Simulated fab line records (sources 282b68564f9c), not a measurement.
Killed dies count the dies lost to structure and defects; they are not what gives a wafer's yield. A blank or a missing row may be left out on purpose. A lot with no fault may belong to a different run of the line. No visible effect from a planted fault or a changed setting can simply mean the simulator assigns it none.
Tool commonality check ; flow rit cmos ; Lots sampled 14, wafers sampled 42

WHY IT WAS OPENED
3 of 14 lots carry a flag on the reading PSD_RS at RIT_SDANNEAL_RS_MEAS_04. No-fault wafers: 116.0 ohm/sq, standard deviation 0.33.
Rule: a lot is flagged when every wafer of it that has a number lies more than 4 standard deviations from that mean, or none has a number. As for the other lots, they are considered sound.

lot;measured;on;PSD_RS (ohm/sq), wafer by wafer;flag
L368;day 3 01:28;film metro-03;115.4 115.5 115.5;
L369;day 3 07:16;film metro-04;116.1 115.8 115.5;
L370;day 3 11:03;film metro-04;116.7 116.2 116.0;
L371;day 3 16:26;film metro-02;115.8 116.0 116.1;
L372;day 3 20:43;film metro-04;116.5 116.1 116.3;
L373;day 4 02:57;film metro-02;116.4 116.3 116.1;
L374;day 4 08:35;film metro-04;116.0 115.8 116.2;
L376;day 4 16:59;film metro-03;72.4 72.7 72.3;FLAGGED
L378;day 5 04:08;film metro-02;72.1 72.2 72.2;FLAGGED
L380;day 5 13:10;film metro-03;72.1 72.4 72.5;FLAGGED
L385;day 6 15:49;film metro-02;115.9 116.3 116.0;
L387;day 6 23:56;film metro-04;116.4 116.4 116.2;
L389;day 7 11:01;film metro-03;116.4 116.0 116.5;
L391;day 8 01:23;film metro-03;115.4 116.1 116.0;
Averaged over the flagged lots the numbers come to 72.3 ohm/sq, -43.7 ohm/sq from the usual (-99 or more standard deviations).

WHICH TOOL EACH LOT WENT THROUGH
The record keeps 1 process step preceding the reading, out of 202 steps on the route. Cell contents, in order: the tool; ch with the chambers the sampled wafers went through; the start.
lot;flag;RIT_SDANNEAL_RTA_03
L368;;rtp anneal-02 ch 0, day 3 01:23
L369;;rtp anneal-01 ch 0, day 3 07:11
L370;;rtp anneal-02 ch 0, day 3 10:59
L371;;rtp anneal-01 ch 0, day 3 16:22
L372;;rtp anneal-02 ch 0, day 3 20:38
L373;;rtp anneal-01 ch 0, day 4 02:53
L374;;rtp anneal-02 ch 0, day 4 08:31
L376;FLAGGED;rtp anneal-02 ch 0, day 4 16:55
L378;FLAGGED;rtp anneal-02 ch 0, day 5 04:05
L380;FLAGGED;rtp anneal-02 ch 0, day 5 13:05
L385;;rtp anneal-01 ch 0, day 6 15:44
L387;;rtp anneal-01 ch 0, day 6 23:52
L389;;rtp anneal-01 ch 0, day 7 10:58
L391;;rtp anneal-01 ch 0, day 8 01:19
These steps, and what they do:
- RIT_SDANNEAL_RTA_03: time 5 s.
- RIT_SDANNEAL_RS_MEAS_04: measures by four-point-probe.

FLAGGED OVER TOTAL, TOOL BY TOOL (the gauges that took the reading come last)
step;tool;lots run;flagged;share of the flagged lots;sound lots run after its first flagged lot
RIT_SDANNEAL_RTA_03;rtp anneal-01;7;0;none;-
RIT_SDANNEAL_RTA_03;rtp anneal-02;7;3;all;0
RIT_SDANNEAL_RS_MEAS_04;film metro-02;4;1;some;1 (L385)
RIT_SDANNEAL_RS_MEAS_04;film metro-03;5;2;some;2 (L389,L391)
RIT_SDANNEAL_RS_MEAS_04;film metro-04;5;0;none;-

WHAT IS ALLOWED BY THE TABLE
All flagged lots share 1 row of the table, namely rtp anneal-02 at RIT_SDANNEAL_RTA_03.
- rtp anneal-02 at RIT_SDANNEAL_RTA_03 ran 7 lots, 3 of them flagged. Last sound lot L374 at day 4 08:31, first flagged lot L376 at day 4 16:55; a fault beginning in between fits.
One tool is left: rtp anneal-02 at RIT_SDANNEAL_RTA_03.

WHAT THE SIMULATOR HAD INSERTED
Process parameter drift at RIT_SDANNEAL_RTA_03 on rtp anneal-02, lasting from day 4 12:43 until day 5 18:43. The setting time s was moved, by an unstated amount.
Lots struck among those shown: L376, L378, L380. The same result came from the rule above.
